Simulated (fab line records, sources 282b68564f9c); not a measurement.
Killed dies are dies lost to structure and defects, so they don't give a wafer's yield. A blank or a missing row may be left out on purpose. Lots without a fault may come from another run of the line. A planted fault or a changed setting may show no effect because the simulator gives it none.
Which tool did it? | flow rit_cmos | 15 lots, 45 wafers sampled, at 7 steps of a route of 202

WHAT THE GAUGES READ, wafer by wafer
RIT_FOX2_THK_MEAS_01.
lot  | measured    | on            | FOX2_OXIDE_THK (nm)
L276 | day 1 20:46 | film_metro-03 | 357 358 357
L277 | day 1 23:19 | film_metro-04 | 346 349 347
L278 | day 2 04:43 | film_metro-01 | 344 354 353
L281 | day 3 00:12 | film_metro-01 | 537 531 525
L283 | day 3 05:36 | film_metro-01 | 352 351 351
L284 | day 3 11:56 | film_metro-01 | 505 515 511
L290 | day 4 23:18 | film_metro-03 | 548 544 545
L292 | day 5 04:22 | film_metro-01 | 361 359 360
L293 | day 5 07:25 | film_metro-03 | 359 353 350
L294 | day 5 17:30 | film_metro-03 | 361 363 363
L295 | day 5 19:31 | film_metro-03 | 348 344 345
L296 | day 5 22:41 | film_metro-03 | 354 356 355
L297 | day 6 04:23 | film_metro-01 | 355 348 353
L298 | day 6 08:29 | film_metro-01 | 346 340 349
L299 | day 6 13:28 | film_metro-04 | 359 361 365

RIT_FOX2_THK_MEAS_90.
lot  | measured    | on            | FIELD_OXIDE_LEFT_1_THK (nm)
L276 | day 1 21:43 | film_metro-04 | 330 331 329
L277 | day 2 00:11 | film_metro-01 | 319 321 320
L278 | day 2 05:40 | film_metro-01 | 317 326 325
L281 | day 3 01:05 | film_metro-04 | 509 504 498
L283 | day 3 06:29 | film_metro-01 | 326 324 324
L284 | day 3 12:49 | film_metro-04 | 478 488 484
L290 | day 5 00:11 | film_metro-03 | 521 518 518
L292 | day 5 05:14 | film_metro-03 | 334 332 333
L293 | day 5 08:18 | film_metro-01 | 331 326 323
L294 | day 5 18:27 | film_metro-01 | 334 336 336
L295 | day 5 20:28 | film_metro-03 | 321 317 318
L296 | day 5 23:43 | film_metro-03 | 327 329 328
L297 | day 6 05:20 | film_metro-04 | 328 320 326
L298 | day 6 09:26 | film_metro-04 | 319 314 322
L299 | day 6 14:25 | film_metro-03 | 332 334 338

RIT_PWELL_TW_MEAS_10.
lot  | measured    | on            | PWELL_TW
L276 | day 2 00:49 | film_metro-01 | 941 943 941
L277 | day 2 03:39 | film_metro-02 | 971 972 979
L278 | day 2 09:01 | film_metro-01 | 937 938 941
L281 | day 3 04:44 | film_metro-02 | 977 981 979
L283 | day 3 09:35 | film_metro-03 | 946 950 944
L284 | day 3 16:49 | film_metro-03 | 950 951 950
L290 | day 5 03:53 | film_metro-03 | 956 955 955
L292 | day 5 08:32 | film_metro-03 | 958 955 954
L293 | day 5 11:39 | film_metro-01 | 942 940 946
L294 | day 5 21:52 | film_metro-03 | 949 957 946
L295 | day 5 23:51 | film_metro-02 | 969 971 971
L296 | day 6 03:08 | film_metro-03 | 954 955 953
L297 | day 6 08:47 | film_metro-02 | 981 979 975
L298 | day 6 12:44 | film_metro-01 | 945 939 933
L299 | day 6 17:39 | film_metro-03 | 960 958 954

RIT_FOX2_THK_MEAS_91.
lot  | measured    | on            | FIELD_OXIDE_LEFT_2_THK (nm)
L276 | day 2 09:52 | film_metro-04 | 262 263 261
L277 | day 2 12:48 | film_metro-03 | 250 252 251
L278 | day 2 17:55 | film_metro-03 | 248 257 256
L281 | day 3 14:36 | film_metro-03 | 441 435 430
L283 | day 3 18:44 | film_metro-04 | 258 256 257
L284 | day 4 02:40 | film_metro-04 | 410 419 416
L290 | day 5 15:15 | film_metro-01 | 452 449 451
L292 | day 5 17:55 | film_metro-01 | 264 263 263
L293 | day 5 22:07 | film_metro-04 | 263 257 254
L294 | day 6 07:02 | film_metro-01 | 266 269 269
L295 | day 6 09:07 | film_metro-01 | 253 250 250
L296 | day 6 12:41 | film_metro-04 | 259 261 260
L297 | day 6 17:49 | film_metro-01 | 260 252 257
L298 | day 6 22:50 | film_metro-04 | 252 246 254
L299 | day 7 03:05 | film_metro-04 | 264 265 270

WHICH TOOL RAN EACH LOT (tool, then ch and the chambers of the sampled wafers, then the start)
lot  | RIT_ACTIVE_ETCH_13                | RIT_FOX2_OXIDATION_00        | RIT_PRETRO_STRIP_09
L276 | rie_diel-04 ch 0,1,2, day 1 14:50 | furnace-02 ch 0, day 1 19:26 | plasma_asher-01 ch 0,1, day 2 09:11
L277 | rie_diel-04 ch 2,3, day 1 19:43   | furnace-01 ch 0, day 1 22:00 | plasma_asher-01 ch 0,1, day 2 12:09
L278 | rie_diel-02 ch 0,2, day 2 00:43   | furnace-02 ch 0, day 2 03:24 | plasma_asher-02 ch 0,1, day 2 17:16
L281 | rie_diel-04 ch 0,3, day 2 16:05   | furnace-01 ch 0, day 2 20:17 | plasma_asher-04 ch 0,1, day 3 13:29
L283 | rie_diel-01 ch 0,1,3, day 3 01:58 | furnace-04 ch 0, day 3 04:17 | plasma_asher-02 ch 0,1, day 3 18:05
L284 | rie_diel-01 ch 0,3, day 3 06:50   | furnace-02 ch 0, day 3 09:08 | plasma_asher-01 ch 0,1, day 4 01:37
L290 | rie_diel-04 ch 1,2,3, day 4 13:58 | furnace-01 ch 0, day 4 19:16 | plasma_asher-02 ch 0,1, day 5 14:23
L292 | rie_diel-02 ch 1,2,3, day 5 00:19 | furnace-02 ch 0, day 5 03:03 | plasma_asher-02 ch 0,1, day 5 17:02
L293 | rie_diel-01 ch 0,1, day 5 03:43   | furnace-02 ch 0, day 5 06:07 | plasma_asher-02 ch 0,1, day 5 21:23
L294 | rie_diel-01 ch 0,1, day 5 09:53   | furnace-02 ch 0, day 5 16:11 | plasma_asher-02 ch 0, day 6 06:22
L295 | rie_diel-04 ch 1,2,3, day 5 15:51 | furnace-04 ch 0, day 5 18:11 | plasma_asher-02 ch 0, day 6 08:26
L296 | rie_diel-04 ch 0,1, day 5 18:58   | furnace-02 ch 0, day 5 21:20 | plasma_asher-02 ch 0,1, day 6 12:03
L297 | rie_diel-02 ch 1,2, day 6 00:25   | furnace-01 ch 0, day 6 03:04 | plasma_asher-01 ch 0,1, day 6 17:10
L298 | rie_diel-01 ch 1,3, day 6 04:50   | furnace-01 ch 0, day 6 07:10 | plasma_asher-02 ch 0,1, day 6 22:08
L299 | rie_diel-01 ch 0,2,3, day 6 09:51 | furnace-02 ch 0, day 6 12:10 | plasma_asher-02 ch 0,1, day 7 02:23
- RIT_ACTIVE_ETCH_13: etches Si3N4 in SF6, stops on SiO2, time 210 s, target depth 210 nm.
- RIT_FOX2_OXIDATION_00: target thk 350.7 nm, ox time 1130 s.
- RIT_PRETRO_STRIP_09: strips in O2, time 180 s.

WHAT THE TOOLS THEMSELVES READ (means of the sampled wafers that have a number; where no wafer has one, the mark that the record gives instead)
RIT_ACTIVE_ETCH_13.
lot  | tool        | drypump_motor_current_A (A) | oes_product_au (a.u.) | throttle_valve_pct (%)
L276 | rie_diel-04 | 5.8                         | 0.823                 | 7.51
L277 | rie_diel-04 | 5.6                         | 0.815                 | 7.59
L278 | rie_diel-02 | 6.6                         | 0.827                 | 7.41
L281 | rie_diel-04 | 5.3                         | 0.810                 | 7.49
L283 | rie_diel-01 | 5.6                         | 0.831                 | 7.36
L284 | rie_diel-01 | 5.8                         | 0.812                 | 7.38
L290 | rie_diel-04 | 5.7                         | 0.816                 | 7.57
L292 | rie_diel-02 | 6.1                         | 0.837                 | 7.44
L293 | rie_diel-01 | 5.5                         | 0.832                 | 7.35
L294 | rie_diel-01 | 5.5                         | 0.827                 | 7.36
L295 | rie_diel-04 | 5.8                         | 0.814                 | 7.58
L296 | rie_diel-04 | 5.6                         | 0.831                 | 7.50
L297 | rie_diel-02 | 6.6                         | 0.833                 | 7.29
L298 | rie_diel-01 | 6.1                         | 0.830                 | 7.39
L299 | rie_diel-01 | 5.4                         | 0.821                 | 7.42

RIT_FOX2_OXIDATION_00.
lot  | tool       | zone_power_source_pct (%)
L276 | furnace-02 | 47
L277 | furnace-01 | 34
L278 | furnace-02 | 46
L281 | furnace-01 | 34
L283 | furnace-04 | 43
L284 | furnace-02 | 47
L290 | furnace-01 | 34
L292 | furnace-02 | 46
L293 | furnace-02 | 47
L294 | furnace-02 | 47
L295 | furnace-04 | 44
L296 | furnace-02 | 47
L297 | furnace-01 | 33
L298 | furnace-01 | 33
L299 | furnace-02 | 47

RIT_PRETRO_STRIP_09.
lot  | tool            | drypump_motor_current_A (A) | rf_refl_power_W (W)
L276 | plasma_asher-01 | 6.2                         | 6.3
L277 | plasma_asher-01 | 6.2                         | 6.3
L278 | plasma_asher-02 | 5.4                         | 7.8
L281 | plasma_asher-04 | 5.8                         | 6.5
L283 | plasma_asher-02 | 5.4                         | 7.4
L284 | plasma_asher-01 | 6.1                         | 7.4
L290 | plasma_asher-02 | 5.0                         | 7.0
L292 | plasma_asher-02 | 5.0                         | 6.9
L293 | plasma_asher-02 | 5.4                         | 7.3
L294 | plasma_asher-02 | 5.7                         | 7.7
L295 | plasma_asher-02 | 5.7                         | 8.0
L296 | plasma_asher-02 | 5.0                         | 6.8
L297 | plasma_asher-01 | 6.3                         | 6.3
L298 | plasma_asher-02 | 5.4                         | 7.6
L299 | plasma_asher-02 | 5.4                         | 7.2

THE ANSWER, worked out from the rows above alone
Rule: what is usual is taken from the lots themselves. Put in order of their means at a reading, lots are off if they are a third of the lots or fewer, leave a main group of 4 or more, and stand apart from it by a gap of 3 or more times the standard deviation of the main group's means; of several such gaps the widest counts. A main group whose means are all the same, to the digits that the tables above print for the reading, isn't used. A lot without any number at a reading at which 4 lots or more have one is off too. The other lots that the step has rows for count as sound. The gauges are gone through in route order, then the tools' own readings, and for those a lot's mean is taken as printed above. The first step at which some lot is off is used, and at that step the reading that is off furthest; a lot without a number counts as furthest.
Off: L281, L284, L290, at RIT_FOX2_THK_MEAS_01 (FOX2_OXIDE_THK). The main group: mean 354 nm, standard deviation 5.7.
A tool fits if, at a process step before that reading, it ran every lot that is off, and no sound lot after the first of them. The gauges at RIT_FOX2_THK_MEAS_01 are tried like those tools. None of those tried fits.

WHAT THE SIMULATOR HAD PUT IN
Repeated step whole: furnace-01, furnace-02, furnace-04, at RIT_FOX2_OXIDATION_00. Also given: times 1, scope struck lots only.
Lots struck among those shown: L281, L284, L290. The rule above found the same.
